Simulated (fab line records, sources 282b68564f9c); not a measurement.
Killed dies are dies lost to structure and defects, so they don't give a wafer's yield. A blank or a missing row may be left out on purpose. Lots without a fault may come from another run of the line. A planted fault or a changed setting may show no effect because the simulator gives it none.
fab line records | flow rit_cmos | part 1 of 2: steps 1 to 29 of 41
record lots=5 wafers=15 last_day=7
route steps=202 shown GATE@89 REOX@98 NLDD@103 PLDD@114 SPACER@125
lots that met no fault: from a run of the same line without faults
start_h: hours from the record's first day to the start of the lot's first wafer shown | wait_h: hours since the lot's step before | " the same as in the row above | L1.1+2: a row that stands for several wafers | - no value, or no start given | * or withheld: withheld | < > ~ a bound
route shown NAME@n: a module of which the file shows steps, and the number in the route of the first | usual: mean/standard deviation of fault-free wafers | same: alike in all rows | chamber/n: place in a boat | sites: the reading at each site | _std_site: their standard deviation | _edge_site: outer sites' mean less inner sites' | radius_mm: how far each site lies from the wafer's centre | mask NAME#n: copy n | behind: the tool/chamber that last shaped the wafer | hold: why the lot was held/for how many hours/how that ended | device: the transistor (n, p or np) that didn't switch | end of line: the same wafers' tests at the end of the route | a step without rows: its recipe alone | killed: dies lost to structure and defects at the first sort, not the wafer's yield | map: a wafer's dies, x killed, . not, _ none there
set.NAME: the setting as run; set.NAME@STEP: as run at that earlier step | model.NAME: the simulator's own value behind a step, which no gauge read
lots at some steps of the route; a table a step, a row a wafer
services: from which hour (start_h, from the record's first day; less than 0 if before it) a tool's chamber was out of use, for how many hours, and why
## steps
# step RIT_GATE_EXPOSE_13
# recipe mask_id=M6 na=0.6 source_shape=conventional sigma_outer=0.6 target_cd_nm=150 dose_mj=380
# columns lot.wafer tool chamber start_h wait_h mask
L075.3+4+5 iline_stepper-01 0 42.99 0.1 M6#0
L081.1+4+5 iline_stepper-01 0 77.63 0.2 M6#0
L090.2+5+6 iline_stepper-01 0 120.52 0.1 M6#0
L094.2+4+6 iline_stepper-01 0 137.97 0.1 M6#0
L097.3+4+5 iline_stepper-01 0 158.03 0.1 M6#0
# step RIT_GATE_PEB_14
# recipe resist=NOVOLAK temp_c=withheld time_s=withheld
# usual chill_plate_temp_C=*
# columns lot.wafer tool chamber start_h wait_h chill_plate_temp_C
L075.3 litho_track-01 0 43.23 0.2 *
L075.4 " 0 " " *
L075.5 " 0 " " *
L081.1 litho_track-04 0 77.79 0.1 *
L081.4 " 0 " " *
L081.5 " 0 " " *
L090.2 litho_track-01 0 120.64 0.1 *
L090.5 " 0 " " *
L090.6 " 0 " " *
L094.2 litho_track-02 0 138.09 0.1 *
L094.4 " 0 " " *
L094.6 " 0 " " *
L097.3 litho_track-01 0 158.16 0.1 *
L097.4 " 0 " " *
L097.5 " 0 " " *
# step RIT_GATE_DEVELOP_15
# recipe resist=NOVOLAK develop_time_s=50 dev_temp_c=23
# usual chill_plate_temp_C=22.99/0.1
# same develop_time_s=50
# columns lot.wafer tool chamber start_h wait_h chill_plate_temp_C
L075.3 litho_track-01 0 - - 22.95
L075.4 " 0 " " 23.07
L075.5 " 0 " " 22.95
L081.1 litho_track-04 0 - - 23.04
L081.4 " 0 " " 23.17
L081.5 " 0 " " 23.00
L090.2 litho_track-01 0 - - 23.03
L090.5 " 0 " " 22.95
L090.6 " 0 " " 23.02
L094.2 litho_track-02 0 - - 22.76
L094.4 " 0 " " 22.98
L094.6 " 0 " " 22.93
L097.3 litho_track-01 0 - - 23.09
L097.4 " 0 " " 23.17
L097.5 " 0 " " 23.07
# step RIT_GATE_CD_MEAS_16
# recipe target_cd_nm=150
# usual cd_nm=150.4/3
# columns lot.wafer tool chamber start_h wait_h cd_nm
L075.3 cd_sem-02 - 43.51 - 149.2
L075.4 " - " " 150.5
L075.5 " - " " 149.9
L081.1 cd_sem-02 - 78.07 - 151.8
L081.4 " - " " 152.3
L081.5 " - " " 148.4
L090.2 cd_sem-02 - 120.92 - 151.0
L090.5 " - " " 150.6
L090.6 " - " " 149.3
L094.2 cd_sem-01 - 138.37 - 155.1
L094.4 " - " " 157.0
L094.6 " - " " 155.6
L097.3 cd_sem-01 - 158.44 - 149.1
L097.4 " - " " 148.0
L097.5 " - " " 147.6
# step RIT_GATE_OVL_MEAS_17
# usual GATE_OVL=0.4/1.3
# columns lot.wafer tool chamber start_h wait_h GATE_OVL[nm]
L075.3 overlay-01 - 43.60 0.1 1.6
L075.4 " - " " 2.3
L075.5 " - " " 1.0
L081.1 overlay-02 - 78.19 0.1 0.5
L081.4 " - " " -1.2
L081.5 " - " " -1.2
L090.2 overlay-01 - 121.02 0.1 0.2
L090.5 " - " " -0.2
L090.6 " - " " 0.1
L094.2 overlay-02 - 138.47 0.1 -1.3
L094.4 " - " " -1.4
L094.6 " - " " -1.6
L097.3 overlay-02 - 158.53 0.1 0.2
L097.4 " - " " -0.4
L097.5 " - " " -0.1
# step RIT_GATE_HARDBAKE_18
# recipe resist=NOVOLAK temp_c=140 time_s=60
# usual chill_plate_temp_C=22.99/0.1
# columns lot.wafer tool chamber start_h wait_h chill_plate_temp_C
L075.3 litho_track-01 0 43.67 0.1 23.04
L075.4 " 0 " " 22.98
L075.5 " 0 " " 22.87
L081.1 litho_track-04 0 78.23 0.0 22.95
L081.4 " 0 " " 22.89
L081.5 " 0 " " 22.83
L090.2 litho_track-04 0 121.08 0.0 22.94
L090.5 " 0 " " 22.82
L090.6 " 0 " " 22.97
L094.2 litho_track-02 0 138.53 0.0 23.05
L094.4 " 0 " " 23.04
L094.6 " 0 " " 23.19
L097.3 litho_track-01 0 158.60 0.1 22.93
L097.4 " 0 " " 23.00
L097.5 " 0 " " 23.10
# step RIT_GATE_ETCH_19
# recipe chemistry=SF6/CHF3/O2 time_s=165 SF6_flow_sccm=30 CHF3_flow_sccm=30 O2_flow_sccm=5 target=poly-Si pressure_mtorr=40 rf_w=160 target_depth_a=3125 over_etch_frac=0.25 stop_on=SiO2
# usual drypump_motor_current_A=5.7/0.48 oes_product_au=0.850/0.013 throttle_valve_pct=10.20/0.12
# same over_etch_frac=0.25
# columns lot.wafer tool chamber start_h wait_h drypump_motor_current_A oes_product_au rf_hours_counter_h throttle_valve_pct
L075.3 rie_si-01 0 43.77 0.1 5.0 0.851 3 10.04
L075.4 " 0 " " 5.0 0.845 - 10.05
L075.5 " 1 " " 5.5 0.851 - 10.16
L081.1 rie_si-01 1 78.38 0.1 5.5 0.847 34 10.16
L081.4 " 0 " " 5.0 0.849 4 10.03
L081.5 " 1 " " 5.5 0.849 - 10.16
L090.2 rie_si-02 3 121.20 0.1 5.4 0.844 1 10.26
L090.5 " 2 " " 4.9 0.856 - 10.24
L090.6 " 3 " " 5.4 0.847 - 10.25
L094.2 rie_si-02 1 138.65 0.1 6.1 0.865 119 10.04
L094.4 " 2 " " 4.9 0.841 - 10.22
L094.6 " 1 " " 6.0 0.855 - 10.04
L097.3 rie_si-01 0 158.70 0.1 5.0 0.848 4 10.03
L097.4 " 1 " " 5.5 0.844 34 10.16
L097.5 " 0 " " 5.0 0.840 - 10.04
# step RIT_GATE_STRIP_20
# recipe chemistry=O2 time_s=180 resist=NOVOLAK platen_temp_c=withheld power_w=500 pressure_mtorr=4000 o2_flow_sccm=4000
# usual drypump_motor_current_A=5.7/0.37
# columns lot.wafer tool chamber start_h wait_h drypump_motor_current_A rf_hours_counter_h
L075.3 plasma_asher-03 0 43.94 0.1 5.9 -
L075.4 " 1 " " 6.1 -
L075.5 " 0 " " 5.9 -
L081.1 plasma_asher-03 1 78.48 0.1 6.1 43
L081.4 " 1 " " 6.1 -
L081.5 " 0 " " 5.9 -
L090.2 plasma_asher-02 1 121.31 0.1 5.4 35
L090.5 " 0 " " 5.8 -
L090.6 " 1 " " 5.4 -
L094.2 plasma_asher-03 0 138.76 0.1 5.9 2
L094.4 " 1 " " 6.2 -
L094.6 " 1 " " 6.2 -
L097.3 plasma_asher-01 0 158.87 0.1 5.2 -
L097.4 " 1 " " 6.1 -
L097.5 " 0 " " 5.2 -
# step RIT_GATE_CD_MEAS_90
# recipe target_cd_nm=150
# usual cd_nm=150/3
# columns lot.wafer tool chamber start_h wait_h cd_nm
L075.3 cd_sem-02 - 44.10 0.1 149
L075.4 " - " " 150
L075.5 " - " " 150
L081.1 cd_sem-01 - 78.66 0.1 152
L081.4 " - " " 153
L081.5 " - " " 149
L090.2 cd_sem-01 - 121.51 0.1 151
L090.5 " - " " 150
L090.6 " - " " 149
L094.2 cd_sem-01 - 138.96 0.1 155
L094.4 " - " " 157
L094.6 " - " " 156
L097.3 cd_sem-02 - 159.02 0.1 149
L097.4 " - " " 148
L097.5 " - " " 148
# step RIT_REOX_CLEAN_00
# recipe chemistry=SC1 mix=3:3:50 time_s=600 temp_c=75
# columns lot.wafer tool chamber start_h wait_h
L075.3+4+5 wet_bench-04 3 44.18 0.1
L081.1+4+5 wet_bench-04 1 78.78 0.1
L090.2+5+6 wet_bench-04 3 121.61 0.1
L094.2+4+6 wet_bench-04 2 139.06 0.1
L097.3+4+5 wet_bench-02 1 159.10 0.1
# step RIT_REOX_CLEAN_01
# recipe chemistry=dHF dilution=50:1 time_s=30
# columns lot.wafer tool chamber start_h wait_h
L075.3+4+5 wet_bench-04 2 44.35 0.0
L081.1+4+5 wet_bench-01 0 78.95 0.0
L090.2+5+6 wet_bench-01 3 121.80 0.0
L094.2+4+6 wet_bench-02 0 139.23 0.0
L097.3+4+5 wet_bench-01 3 159.45 0.0
# step RIT_REOX_CLEAN_02
# recipe chemistry=SC2 mix=3:3:50 time_s=586.1 temp_c=75 dry=n2_spin
# columns lot.wafer tool chamber start_h wait_h
L075.3+4+5 wet_bench-04 2 44.37 0.0
L081.1+4+5 wet_bench-04 3 78.97 0.0
L090.2+5+6 wet_bench-02 0 121.82 0.0
L094.2+4+6 wet_bench-04 0 139.25 0.0
L097.3+4+5 wet_bench-04 1 159.47 0.0
# step RIT_REOX_OXIDATION_03
# recipe temp_c=900 ambient=O2 target_thk_a=252 ox_time_s=5580
# columns lot.wafer tool chamber start_h wait_h
L075.3+4+5 furnace-01 0 44.61 0.1
L081.1+4+5 furnace-03 0 79.15 0.0
L090.2+5+6 furnace-03 0 122.05 0.1
L094.2+4+6 furnace-01 0 141.54 2.1
L097.3+4+5 furnace-04 0 159.65 0.0
# step RIT_REOX_THK_MEAS_04
# recipe reads=SiO2_of_REOX_OXIDATION_03
# usual REOX_OXIDE_THK=25.1/0.46
# columns lot.wafer tool chamber start_h wait_h REOX_OXIDE_THK[nm]
L075.3 film_metro-01 - 47.18 0.0 25.6
L075.4 " - " " 25.2
L075.5 " - " " 25.8
L081.1 film_metro-03 - 81.70 0.0 25.2
L081.4 " - " " 25.1
L081.5 " - " " 25.3
L090.2 film_metro-03 - 124.61 0.0 25.9
L090.5 " - " " 25.3
L090.6 " - " " 25.3
L094.2 film_metro-03 - 144.10 0.0 25.6
L094.4 " - " " 25.5
L094.6 " - " " 25.3
L097.3 film_metro-01 - 162.22 0.0 24.5
L097.4 " - " " 24.8
L097.5 " - " " 25.1
# step RIT_NLDD_HMDS_00
# recipe prime_time_s=60 prime_temp_c=140
# usual chill_plate_temp_C=23.02/0.1
# columns lot.wafer tool chamber start_h wait_h chill_plate_temp_C
L075.3 litho_track-03 0 47.27 0.1 23.10
L075.4 " 0 " " 22.83
L075.5 " 0 " " 22.97
L081.1 litho_track-02 0 81.76 0.1 23.17
L081.4 " 0 " " 23.03
L081.5 " 0 " " 23.01
L090.2 litho_track-03 0 124.69 0.1 22.96
L090.5 " 0 " " 23.04
L090.6 " 0 " " 23.04
L094.2 litho_track-02 0 144.18 0.1 22.99
L094.4 " 0 " " 23.01
L094.6 " 0 " " 23.02
L097.3 litho_track-01 0 162.31 0.1 23.04
L097.4 " 0 " " 23.05
L097.5 " 0 " " 23.09
# step RIT_NLDD_COAT_01
# recipe resist=NOVOLAK spin_rpm=3250 resist_thk_nm=1000
# usual chill_plate_temp_C=22.99/0.1 spin_speed_rpm=3250.0/2.3
# columns lot.wafer tool chamber start_h wait_h chill_plate_temp_C spin_speed_rpm
L075.3 litho_track-03 0 47.42 0.1 23.05 3246.7
L075.4 " 0 " " 23.12 3246.8
L075.5 " 0 " " 23.16 3246.2
L081.1 litho_track-02 0 81.91 0.1 22.97 3253.6
L081.4 " 0 " " 22.93 3249.5
L081.5 " 0 " " 22.91 3251.6
L090.2 litho_track-03 0 124.84 0.1 23.08 3250.2
L090.5 " 0 " " 23.09 3250.0
L090.6 " 0 " " 23.11 3248.9
L094.2 litho_track-02 0 144.33 0.1 23.13 3249.9
L094.4 " 0 " " 23.09 3246.4
L094.6 " 0 " " 23.00 3253.4
L097.3 litho_track-01 0 162.46 0.1 22.90 3254.0
L097.4 " 0 " " 22.97 3250.8
L097.5 " 0 " " 22.94 3250.1
# step RIT_NLDD_SOFTBAKE_02
# recipe resist=NOVOLAK temp_c=90 time_s=60
# usual chill_plate_temp_C=23.00/0.1
# columns lot.wafer tool chamber start_h wait_h chill_plate_temp_C
L075.3 litho_track-03 0 47.57 0.1 23.10
L075.4 " 0 " " 23.14
L075.5 " 0 " " 22.99
L081.1 litho_track-02 0 82.06 0.1 23.01
L081.4 " 0 " " 23.04
L081.5 " 0 " " 23.08
L090.2 litho_track-03 0 124.99 0.1 22.88
L090.5 " 0 " " 23.19
L090.6 " 0 " " 23.21
L094.2 litho_track-02 0 144.48 0.1 22.89
L094.4 " 0 " " 23.03
L094.6 " 0 " " 22.80
L097.3 litho_track-01 0 162.61 0.1 22.99
L097.4 " 0 " " 23.02
L097.5 " 0 " " 22.89
# step RIT_NLDD_EXPOSE_03
# recipe mask_id=M7 na=0.57 target_cd_nm=40700 dose_mj=250
# columns lot.wafer tool chamber start_h wait_h mask
L075.3+4+5 iline_stepper-01 0 47.83 0.2 M7#0
L081.1+4+5 iline_stepper-02 0 82.33 0.2 M7#0
L090.2+5+6 iline_stepper-02 0 125.13 0.1 M7#0
L094.2+4+6 iline_stepper-01 0 144.62 0.1 M7#0
L097.3+4+5 iline_stepper-02 0 162.94 0.3 M7#0
# step RIT_NLDD_PEB_04
# recipe resist=NOVOLAK temp_c=withheld time_s=withheld
# usual chill_plate_temp_C=*
# columns lot.wafer tool chamber start_h wait_h chill_plate_temp_C
L075.3 litho_track-02 0 47.96 0.1 *
L075.4 " 0 " " *
L075.5 " 0 " " *
L081.1 litho_track-02 0 82.45 0.1 *
L081.4 " 0 " " *
L081.5 " 0 " " *
L090.2 litho_track-01 0 125.25 0.1 *
L090.5 " 0 " " *
L090.6 " 0 " " *
L094.2 litho_track-03 0 144.74 0.1 *
L094.4 " 0 " " *
L094.6 " 0 " " *
L097.3 litho_track-03 0 163.07 0.1 *
L097.4 " 0 " " *
L097.5 " 0 " " *
# step RIT_NLDD_DEVELOP_05
# recipe resist=NOVOLAK develop_time_s=50 dev_temp_c=23
# usual chill_plate_temp_C=23.01/0.11
# same develop_time_s=50
# columns lot.wafer tool chamber start_h wait_h chill_plate_temp_C
L075.3 litho_track-02 0 - - 22.98
L075.4 " 0 " " 22.80
L075.5 " 0 " " 22.95
L081.1 litho_track-02 0 - - 23.17
L081.4 " 0 " " 22.96
L081.5 " 0 " " 22.88
L090.2 litho_track-01 0 - - 23.15
L090.5 " 0 " " 23.04
L090.6 " 0 " " 23.10
L094.2 litho_track-03 0 - - 22.95
L094.4 " 0 " " 23.01
L094.6 " 0 " " 22.98
L097.3 litho_track-03 0 - - 23.21
L097.4 " 0 " " 23.11
L097.5 " 0 " " 22.93
# step RIT_NLDD_OVL_MEAS_06
# usual NLDD_OVL=-0.2/1.6
# columns lot.wafer tool chamber start_h wait_h NLDD_OVL[nm]
L075.3 overlay-01 - 48.20 - -2.5
L075.4 " - " " -1.5
L075.5 " - " " -0.5
L081.1 overlay-01 - 82.73 - 0.9
L081.4 " - " " 0.1
L081.5 " - " " -0.4
L090.2 overlay-01 - 125.52 - 0.9
L090.5 " - " " 2.8
L090.6 " - " " 1.5
L094.2 overlay-01 - 145.01 - 2.8
L094.4 " - " " 1.2
L094.6 " - " " 1.5
L097.3 overlay-02 - 163.32 - -2.5
L097.4 " - " " -2.9
L097.5 " - " " -2.2
# step RIT_NLDD_HARDBAKE_07
# recipe resist=NOVOLAK temp_c=140 time_s=60
# usual chill_plate_temp_C=23.03/0.1
# columns lot.wafer tool chamber start_h wait_h chill_plate_temp_C
L075.3 litho_track-02 0 48.28 0.1 22.97
L075.4 " 0 " " 22.89
L075.5 " 0 " " 22.86
L081.1 litho_track-03 0 82.77 0.0 22.88
L081.4 " 0 " " 22.93
L081.5 " 0 " " 23.02
L090.2 litho_track-03 0 125.57 0.0 23.08
L090.5 " 0 " " 22.97
L090.6 " 0 " " 23.15
L094.2 litho_track-02 0 145.06 0.0 22.99
L094.4 " 0 " " 23.13
L094.6 " 0 " " 23.10
L097.3 litho_track-01 0 163.43 0.1 23.14
L097.4 " 0 " " 23.02
L097.5 " 0 " " 22.86
# step RIT_NLDD_IMPLANT_08
# recipe species=P energy_kev=20 dose_cm2=5e+14 tilt_deg=7
# columns lot.wafer tool chamber start_h wait_h
L075.3+4+5 implanter-01 0 48.43 0.1
L081.1+4+5 implanter-02 0 82.92 0.1
L090.2+5+6 implanter-03 0 125.72 0.1
L094.2+4+6 implanter-02 0 145.21 0.1
L097.3+4+5 implanter-03 0 163.58 0.1
# step RIT_NLDD_STRIP_09
# recipe chemistry=O2 time_s=180 resist=NOVOLAK platen_temp_c=withheld power_w=500 pressure_mtorr=4000 o2_flow_sccm=4000
# usual drypump_motor_current_A=5.80/0.29
# columns lot.wafer tool chamber start_h wait_h drypump_motor_current_A rf_hours_counter_h
L075.3 plasma_asher-04 0 48.59 0.1 6.00 -
L075.4 " 1 " " 5.57 -
L075.5 " 1 " " 5.59 -
L081.1 plasma_asher-03 1 83.07 0.1 6.12 44
L081.4 " 0 " " 5.88 -
L081.5 " 0 " " 5.82 -
L090.2 plasma_asher-03 1 125.85 0.1 6.11 1
L090.5 " 1 " " 6.13 -
L090.6 " 0 " " 5.85 -
L094.2 plasma_asher-04 1 145.34 0.1 5.57 47
L094.4 " 1 " " 5.58 -
L094.6 " 0 " " 5.99 -
L097.3 plasma_asher-04 0 163.74 0.1 5.95 -
L097.4 " 1 " " 5.54 -
L097.5 " 0 " " 5.96 -
# step RIT_NLDD_TW_MEAS_10
# usual NLDD_TW=2510/14
# columns lot.wafer tool chamber start_h wait_h NLDD_TW
L075.3 film_metro-04 - 48.72 0.1 2508
L075.4 " - " " 2516
L075.5 " - " " 2519
L081.1 film_metro-04 - 83.24 0.1 2499
L081.4 " - " " 2486
L081.5 " - " " 2487
L090.2 film_metro-01 - 126.03 0.1 2524
L090.5 " - " " 2525
L090.6 " - " " 2529
L094.2 film_metro-04 - 145.52 0.1 2489
L094.4 " - " " 2484
L094.6 " - " " 2502
L097.3 film_metro-02 - 163.88 0.1 2525
L097.4 " - " " 2513
L097.5 " - " " 2512
# step RIT_PLDD_HMDS_00
# recipe prime_time_s=60 prime_temp_c=140
# usual chill_plate_temp_C=23.02/0.11
# columns lot.wafer tool chamber start_h wait_h chill_plate_temp_C
L075.3 litho_track-02 0 48.81 0.1 23.10
L075.4 " 0 " " 23.08
L075.5 " 0 " " 22.93
L081.1 litho_track-03 0 83.30 0.1 22.98
L081.4 " 0 " " 22.94
L081.5 " 0 " " 22.99
L090.2 litho_track-04 0 126.11 0.1 23.14
L090.5 " 0 " " 23.11
L090.6 " 0 " " 23.16
L094.2 litho_track-04 0 145.60 0.1 23.15
L094.4 " 0 " " 23.08
L094.6 " 0 " " 22.94
L097.3 litho_track-02 0 163.97 0.1 22.90
L097.4 " 0 " " 22.78
L097.5 " 0 " " 22.89
# step RIT_PLDD_COAT_01
# recipe resist=NOVOLAK spin_rpm=3276 resist_thk_nm=1000
# usual chill_plate_temp_C=23.04/0.099 spin_speed_rpm=3276.4/2.4
# columns lot.wafer tool chamber start_h wait_h chill_plate_temp_C spin_speed_rpm
L075.3 litho_track-02 0 48.96 0.1 23.07 3276.2
L075.4 " 0 " " 23.25 3277.0
L075.5 " 0 " " 23.05 3276.8
L081.1 litho_track-03 0 83.45 0.1 22.95 3276.0
L081.4 " 0 " " 22.99 3277.7
L081.5 " 0 " " 22.90 3277.0
L090.2 litho_track-04 0 126.26 0.1 23.25 3275.6
L090.5 " 0 " " 23.17 3271.8
L090.6 " 0 " " 23.22 3272.8
L094.2 litho_track-04 0 145.75 0.1 23.06 3274.3
L094.4 " 0 " " 23.00 3272.0
L094.6 " 0 " " 22.95 3275.3
L097.3 litho_track-02 0 164.12 0.1 23.23 3282.6
L097.4 " 0 " " 23.13 3274.6
L097.5 " 0 " " 23.02 3278.2
# step RIT_PLDD_SOFTBAKE_02
# recipe resist=NOVOLAK temp_c=90 time_s=60
# usual chill_plate_temp_C=23.01/0.1
# columns lot.wafer tool chamber start_h wait_h chill_plate_temp_C
L075.3 litho_track-02 0 49.11 0.1 23.07
L075.4 " 0 " " 23.18
L075.5 " 0 " " 23.15
L081.1 litho_track-03 0 83.60 0.1 22.91
L081.4 " 0 " " 23.02
L081.5 " 0 " " 23.07
L090.2 litho_track-04 0 126.41 0.1 23.18
L090.5 " 0 " " 23.05
L090.6 " 0 " " 23.02
L094.2 litho_track-04 0 145.90 0.1 22.96
L094.4 " 0 " " 22.94
L094.6 " 0 " " 22.99
L097.3 litho_track-02 0 164.27 0.1 22.90
L097.4 " 0 " " 22.93
L097.5 " 0 " " 23.01
# step RIT_PLDD_EXPOSE_03
# recipe mask_id=M8 na=0.57 target_cd_nm=40900 dose_mj=250
# columns lot.wafer tool chamber start_h wait_h mask
L075.3+4+5 iline_stepper-01 0 49.25 0.1 M8#0
L081.1+4+5 iline_stepper-01 0 83.88 0.2 M8#0
L090.2+5+6 iline_stepper-02 0 126.68 0.2 M8#0
L094.2+4+6 iline_stepper-01 0 146.04 0.1 M8#0
L097.3+4+5 iline_stepper-01 0 164.40 0.1 M8#0
